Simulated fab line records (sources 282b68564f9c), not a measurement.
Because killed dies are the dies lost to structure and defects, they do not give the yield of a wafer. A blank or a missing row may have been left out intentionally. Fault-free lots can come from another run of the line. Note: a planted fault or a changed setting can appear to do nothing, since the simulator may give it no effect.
Which tool is to blame? / flow rit cmos / 14 lots, 42 wafers sampled, at 4 steps of a route of 202

WHAT THE GAUGES SHOWED, per wafer
RIT_ACTIVE_THK_MEAS_02. Usual: ACTIVE_OXIDE_THK typically reads 46.2 nm, with standard deviation 0.95.
lot=L788; measured=day 1 12:46; on=film metro-02; ACTIVE_OXIDE_THK (nm)=47.5 47.7 47.8; flag=
lot=L789; measured=day 1 17:03; on=film metro-01; ACTIVE_OXIDE_THK (nm)=47.7 48.5 47.6; flag=
lot=L790; measured=day 1 22:35; on=film metro-01; ACTIVE_OXIDE_THK (nm)=46.2 46.9 47.0; flag=
lot=L791; measured=day 2 04:51; on=film metro-02; ACTIVE_OXIDE_THK (nm)=45.2 45.1 45.5; flag=
lot=L792; measured=day 2 08:06; on=film metro-02; ACTIVE_OXIDE_THK (nm)=46.7 46.1 45.3; flag=
lot=L793; measured=day 2 16:59; on=film metro-01; ACTIVE_OXIDE_THK (nm)=47.6 48.5 47.6; flag=
lot=L799; measured=day 3 20:56; on=film metro-02; ACTIVE_OXIDE_THK (nm)=45.9 46.2 46.3; flag=
lot=L800; measured=day 4 00:13; on=film metro-02; ACTIVE_OXIDE_THK (nm)=45.9 45.1 46.0; flag=
lot=L802; measured=day 4 10:03; on=film metro-02; ACTIVE_OXIDE_THK (nm)=46.3 45.6 46.5; flag=
lot=L806; measured=day 5 06:03; on=film metro-02; ACTIVE_OXIDE_THK (nm)=46.5 46.9 46.6; flag=
lot=L807; measured=day 5 11:03; on=film metro-01; ACTIVE_OXIDE_THK (nm)=45.7 45.5 46.3; flag=
lot=L808; measured=day 5 17:18; on=film metro-01; ACTIVE_OXIDE_THK (nm)=43.7 44.2 43.9; flag=
lot=L809; measured=day 5 21:03; on=film metro-02; ACTIVE_OXIDE_THK (nm)=46.5 47.3 46.2; flag=
lot=L811; measured=day 6 07:40; on=film metro-01; ACTIVE_OXIDE_THK (nm)=44.8 45.4 45.4; flag=

RIT_ACTIVE_CD_MEAS_90: target cd 1400 nm. Usual: 1399.5 nm for cd nm, sd 2.2.
lot=L788; measured=day 1 16:07; on=cd sem-02; cd nm (nm)=1401.7 1401.7 1403.5; flag=
lot=L789; measured=day 1 20:13; on=cd sem-02; cd nm (nm)=1396.6 1394.7 1397.8; flag=
lot=L790; measured=day 2 01:33; on=cd sem-02; cd nm (nm)=1399.5 1402.9 1400.5; flag=
lot=L791; measured=day 2 07:57; on=cd sem-02; cd nm (nm)=1400.8 1397.5 1400.0; flag=
lot=L792; measured=day 2 11:21; on=cd sem-01; cd nm (nm)=1396.6 1396.7 1397.1; flag=
lot=L793; measured=day 2 20:41; on=cd sem-01; cd nm (nm)=1403.4 1401.8 1402.0; flag=
lot=L799; measured=day 3 23:53; on=cd sem-02; cd nm (nm)=1400.7 1402.3 1400.2; flag=
lot=L800; measured=day 4 03:44; on=cd sem-01; cd nm (nm)=1397.1 1397.2 1394.9; flag=
lot=L802; measured=day 4 13:01; on=cd sem-02; cd nm (nm)=1400.7 1401.8 1400.9; flag=
lot=L806; measured=day 5 09:27; on=cd sem-02; cd nm (nm)=1399.7 1398.9 1399.5; flag=
lot=L807; measured=day 5 14:01; on=cd sem-02; cd nm (nm)=1397.1 1397.1 1398.6; flag=
lot=L808; measured=day 5 20:17; on=cd sem-02; cd nm (nm)=1399.0 1401.4 1402.6; flag=
lot=L809; measured=day 6 00:46; on=cd sem-02; cd nm (nm)=1397.4 1400.6 1398.9; flag=
lot=L811; measured=day 6 12:09; on=cd sem-01; cd nm (nm)=1396.2 1397.2 1397.5; flag=

RIT_PRETRO_TW_MEAS_10. Usual: PRETRO_TW typically reads 481.3, with standard deviation 2.7.
lot=L788; measured=day 2 10:47; on=film metro-04; PRETRO_TW=478.6 481.3 479.3; flag=
lot=L789; measured=day 2 18:31; on=film metro-04; PRETRO_TW=482.3 483.1 481.0; flag=
lot=L790; measured=day 3 01:31; on=film metro-04; PRETRO_TW=483.5 482.9 483.0; flag=
lot=L791; measured=day 3 04:15; on=film metro-04; PRETRO_TW=482.6 481.2 483.0; flag=
lot=L792; measured=day 3 12:08; on=film metro-04; PRETRO_TW=479.6 482.8 481.2; flag=
lot=L793; measured=day 3 16:18; on=film metro-04; PRETRO_TW=482.8 482.8 482.1; flag=
lot=L799; measured=day 4 19:00; on=film metro-04; PRETRO_TW=585.5 583.2 582.4; flag=OFF
lot=L800; measured=day 4 23:45; on=film metro-01; PRETRO_TW=577.7 579.2 580.3; flag=OFF
lot=L802; measured=day 5 06:44; on=film metro-04; PRETRO_TW=580.9 579.1 579.9; flag=OFF
lot=L806; measured=day 6 04:07; on=film metro-04; PRETRO_TW=480.8 479.5 482.3; flag=
lot=L807; measured=day 6 07:56; on=film metro-04; PRETRO_TW=481.4 482.1 485.0; flag=
lot=L808; measured=day 6 15:03; on=film metro-04; PRETRO_TW=480.8 483.2 483.4; flag=
lot=L809; measured=day 6 19:54; on=film metro-01; PRETRO_TW=474.5 474.6 478.6; flag=
lot=L811; measured=day 7 05:52; on=film metro-01; PRETRO_TW=481.2 482.3 478.3; flag=

TOOL THAT RAN EACH LOT (tool first, then ch and the chambers of the sampled wafers, then the start)
lot=L788; RIT_PRETRO_IMPLANT_08=implanter-04 ch 0, day 2 10:28
lot=L789; RIT_PRETRO_IMPLANT_08=implanter-03 ch 0, day 2 18:11
lot=L790; RIT_PRETRO_IMPLANT_08=implanter-03 ch 0, day 3 01:11
lot=L791; RIT_PRETRO_IMPLANT_08=implanter-03 ch 0, day 3 03:56
lot=L792; RIT_PRETRO_IMPLANT_08=implanter-02 ch 0, day 3 11:49
lot=L793; RIT_PRETRO_IMPLANT_08=implanter-03 ch 0, day 3 16:01
lot=L799; RIT_PRETRO_IMPLANT_08=implanter-02 ch 0, day 4 18:41
lot=L800; RIT_PRETRO_IMPLANT_08=implanter-02 ch 0, day 4 23:27
lot=L802; RIT_PRETRO_IMPLANT_08=implanter-02 ch 0, day 5 06:25
lot=L806; RIT_PRETRO_IMPLANT_08=implanter-03 ch 0, day 6 03:48
lot=L807; RIT_PRETRO_IMPLANT_08=implanter-04 ch 0, day 6 07:37
lot=L808; RIT_PRETRO_IMPLANT_08=implanter-04 ch 0, day 6 14:46
lot=L809; RIT_PRETRO_IMPLANT_08=implanter-04 ch 0, day 6 19:35
lot=L811; RIT_PRETRO_IMPLANT_08=implanter-04 ch 0, day 7 05:34
- RIT_PRETRO_IMPLANT_08

AS READ BY THE TOOLS THEMSELVES (means over the sampled wafers that have a number; for cases with no such wafer, the mark the record gives instead)
RIT_PRETRO_IMPLANT_08. Usual: dose ions cm2 1.1998e+13, standard deviation 1.4e+10; faraday current uA 38.0, standard deviation 0.75.
lot=L788; tool=implanter-04; dose ions cm2=1.1993e+13; faraday current uA=37.9; flag=
lot=L789; tool=implanter-03; dose ions cm2=1.1993e+13; faraday current uA=38.7; flag=
lot=L790; tool=implanter-03; dose ions cm2=1.1989e+13; faraday current uA=38.8; flag=
lot=L791; tool=implanter-03; dose ions cm2=1.1987e+13; faraday current uA=37.8; flag=
lot=L792; tool=implanter-02; dose ions cm2=1.2004e+13; faraday current uA=37.6; flag=
lot=L793; tool=implanter-03; dose ions cm2=1.1978e+13; faraday current uA=37.8; flag=
lot=L799; tool=implanter-02; dose ions cm2=2.1979e+13; faraday current uA=69.8; flag=OFF
lot=L800; tool=implanter-02; dose ions cm2=2.1978e+13; faraday current uA=67.7; flag=OFF
lot=L802; tool=implanter-02; dose ions cm2=2.1977e+13; faraday current uA=69.7; flag=OFF
lot=L806; tool=implanter-03; dose ions cm2=1.2005e+13; faraday current uA=37.6; flag=
lot=L807; tool=implanter-04; dose ions cm2=1.2001e+13; faraday current uA=37.7; flag=
lot=L808; tool=implanter-04; dose ions cm2=1.2005e+13; faraday current uA=38.2; flag=
lot=L809; tool=implanter-04; dose ions cm2=1.2001e+13; faraday current uA=38.4; flag=
lot=L811; tool=implanter-04; dose ions cm2=1.2012e+13; faraday current uA=38.5; flag=

THE ANSWER, worked out from the rows above alone
Rule: take the mean of a lot's wafers that have a number; if it is more than 3 standard deviations from the usual mean, the lot is off. Also off: a lot with no number at a reading for which 4 or more lots have one. All remaining lots with rows at the step are treated as sound. After the gauges, taken in route order, come the tools' own readings; for these a lot's mean is taken, as printed above. The first step at which some lot is off is used, and at that step the reading that is off furthest; a lot without a number counts as furthest.
Off: L799, L800, L802, seen at RIT_PRETRO_TW_MEAS_10 (PRETRO_TW).
If a tool, at a process step before that reading, ran all the lots that are off and no sound lot after the first of them, it fits. Not tried: the gauges at RIT_PRETRO_TW_MEAS_10; whatever is off there is also off at RIT_PRETRO_IMPLANT_08, on other tools, and gauge error can't account for it. One candidate fits, namely implanter-02 at RIT_PRETRO_IMPLANT_08. A fault onset in the window from L792 (day 3 11:49, its last sound lot) to L799 (day 4 18:41, its first lot off) fits.
The tool's own readings at RIT_PRETRO_IMPLANT_08 bear it out: on the lots that are off they differ by more than 5 times the standard deviation of the sound lots' means. dose ions cm2 reads 2.1978e+13 there against 1.1997e+13 on the sound lots; faraday current uA reads 69.1 there against 38.1 on the sound lots.

WHAT THE SIMULATOR HAD INSERTED
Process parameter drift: implanter-02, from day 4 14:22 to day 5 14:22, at RIT_PRETRO_IMPLANT_08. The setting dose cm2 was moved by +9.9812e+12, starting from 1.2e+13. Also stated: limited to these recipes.
Shown lots that were struck: L799, L800, L802. This agrees with what the rule above found.
